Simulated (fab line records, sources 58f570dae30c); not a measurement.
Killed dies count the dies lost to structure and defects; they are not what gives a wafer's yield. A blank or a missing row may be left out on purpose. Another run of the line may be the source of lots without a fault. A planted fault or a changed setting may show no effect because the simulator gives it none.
The tool behind it: which one? | flow berkeley cmos170 | 21 wafers from 7 lots sampled at 3 of the route's 331 steps

## WHAT EACH GAUGE READ, for each wafer
UCB170_M2_CD_MEAS_15 targets a cd of 700 nm.
lot  | measured     | on        | cd nm (nm)
L861 | day 8 00:30  | cd sem-02 | 700.4 700.8 702.3
L865 | day 8 08:31  | cd sem-02 | 700.2 702.2 700.0
L867 | day 8 09:04  | cd sem-01 | 701.2 701.6 701.2
L874 | day 10 13:53 | cd sem-02 | 700.7 701.3 700.6
L876 | day 10 18:07 | cd sem-01 | 701.6 700.2 700.0
L877 | day 11 04:59 | cd sem-01 | 701.0 700.0 699.9
L884 | day 12 07:56 | cd sem-02 | 700.1 702.3 700.7

## WHAT TOOL EACH LOT RAN ON (gives the tool, then ch and the chambers of the sampled wafers, and finally the start)
lot  | UCB170_CONTACT_ETCH_18                        | UCB170_M2_DEVELOP_14
L861 | rie diel-02 ch 0,1,2, day 7 20:39 or earlier  | litho track-01 ch 0, day 8 00:00
L865 | rie diel-03 ch 0, day 8 01:55 or earlier      | litho track-04 ch 0, day 8 08:00
L867 | rie diel-03 ch 0,2, day 8 02:13 or earlier    | litho track-01 ch 0, day 8 08:00
L874 | rie diel-02 ch 2,3, day 10 06:56 or earlier   | litho track-04 ch 0, day 10 13:00
L876 | rie diel-04 ch 0,1,2, day 10 12:43 or earlier | litho track-03 ch 0, day 10 17:00
L877 | rie diel-04 ch 0,1,3, day 10 23:01 or earlier | litho track-04 ch 0, day 11 04:00
L884 | rie diel-04 ch 1,3, day 12 03:08 or earlier   | litho track-04 ch 0, day 12 07:00
- UCB170_CONTACT_ETCH_18: etches PSG in CHF3/CF4/Ar, stops on TiSi2, target depth 840 nm, time 195 s.
- UCB170_M2_DEVELOP_14: develop time 45 s.

## THE ANSWER, worked out from the rows above alone
Rule: usual is defined by the lots themselves. The widest of any qualifying gaps counts: lots, ordered by their means at a reading, are off when they make up no more than a third of the lots, leave a main group of 4 or more, and stand apart from it by 3 or more times the standard deviation of that group's means. A main group is skipped when, at the precision printed for the reading in the tables above, its means are all equal. A lot without any number at a reading at which 4 lots or more have one is off too. Any other lot the step has rows for is counted as sound.
No lot is off at any reading shown: from this, nothing can be told.

## WHAT WAS PUT IN BY THE SIMULATOR
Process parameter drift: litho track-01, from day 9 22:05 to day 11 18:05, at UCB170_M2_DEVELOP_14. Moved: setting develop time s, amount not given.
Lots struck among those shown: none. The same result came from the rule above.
